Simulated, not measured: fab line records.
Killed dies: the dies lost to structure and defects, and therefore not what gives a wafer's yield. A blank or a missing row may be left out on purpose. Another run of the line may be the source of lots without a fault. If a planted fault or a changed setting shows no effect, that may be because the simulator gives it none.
Which tool was responsible? :: flow rit cmos :: 7 lots, 21 wafers sampled, at 2 steps of a route of 202

WHAT THE GAUGES READ, wafer by wafer
RIT_GATE_THK_MEAS_07.
lot: L500
measured: day 2 16:02
on: film metro-03
GATE_OXIDE_THK (nm): 2.90 2.94 2.93

lot: L504
measured: day 3 11:42
on: film metro-01
GATE_OXIDE_THK (nm): 2.94 2.91 3.03

lot: L507
measured: day 4 02:26
on: film metro-01
GATE_OXIDE_THK (nm): 2.71 2.73 2.73

lot: L509
measured: day 4 11:53
on: film metro-01
GATE_OXIDE_THK (nm): 3.04 2.99 3.00

lot: L513
measured: day 5 07:18
on: film metro-04
GATE_OXIDE_THK (nm): 2.91 2.94 2.98

lot: L518
measured: day 6 09:04
on: film metro-01
GATE_OXIDE_THK (nm): 3.02 3.04 3.00

lot: L520
measured: day 6 18:35
on: film metro-03
GATE_OXIDE_THK (nm): 2.97 3.03 3.03

TOOL THAT RAN EACH LOT (tool first, then ch and the chambers of the sampled wafers, then the start)
lot: L500
RIT_GATE_OXIDATION_05: furnace-03 ch 0, day 2 14:43

lot: L504
RIT_GATE_OXIDATION_05: furnace-04 ch 0, day 3 10:22

lot: L507
RIT_GATE_OXIDATION_05: furnace-02 ch 0, day 3 23:48

lot: L509
RIT_GATE_OXIDATION_05: furnace-04 ch 0, day 4 09:50

lot: L513
RIT_GATE_OXIDATION_05: furnace-04 ch 0, day 5 05:55

lot: L518
RIT_GATE_OXIDATION_05: furnace-04 ch 0, day 6 07:44

lot: L520
RIT_GATE_OXIDATION_05: furnace-03 ch 0, day 6 17:16
- RIT_GATE_OXIDATION_05: target thk 3 nm, ox time 270 s.

THE ANSWER, worked out from the rows above alone
Rule: usual is defined by the lots themselves. Put in order of their means at a reading, lots are off if they are a third of the lots or fewer, leave a main group of 4 or more, and stand apart from it by a gap of 3 or more times the standard deviation of the main group's means; of several such gaps the widest counts. The tables above print the reading to a certain number of digits; a main group whose means all agree to those digits is not used. Also off: a lot with no number at a reading for which 4 or more lots have one. All remaining lots with rows at the step are treated as sound.
Off: L507, seen at RIT_GATE_THK_MEAS_07 (GATE_OXIDE_THK). Main group: mean 2.98 nm, sd 0.037.
If a tool, at a process step before that reading, ran all the lots that are off and no sound lot after the first of them, it fits. The gauges at RIT_GATE_THK_MEAS_07 are tried like those tools. One candidate fits, namely furnace-02 at RIT_GATE_OXIDATION_05. It ran no sound lot before its first lot that is off in this sample, so the start can't be narrowed down.

WHAT THE SIMULATOR HAD INSERTED
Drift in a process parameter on furnace-02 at RIT_GATE_OXIDATION_05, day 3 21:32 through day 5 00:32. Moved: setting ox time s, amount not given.
Struck lots among those shown: L507. The rule given above showed the same thing.
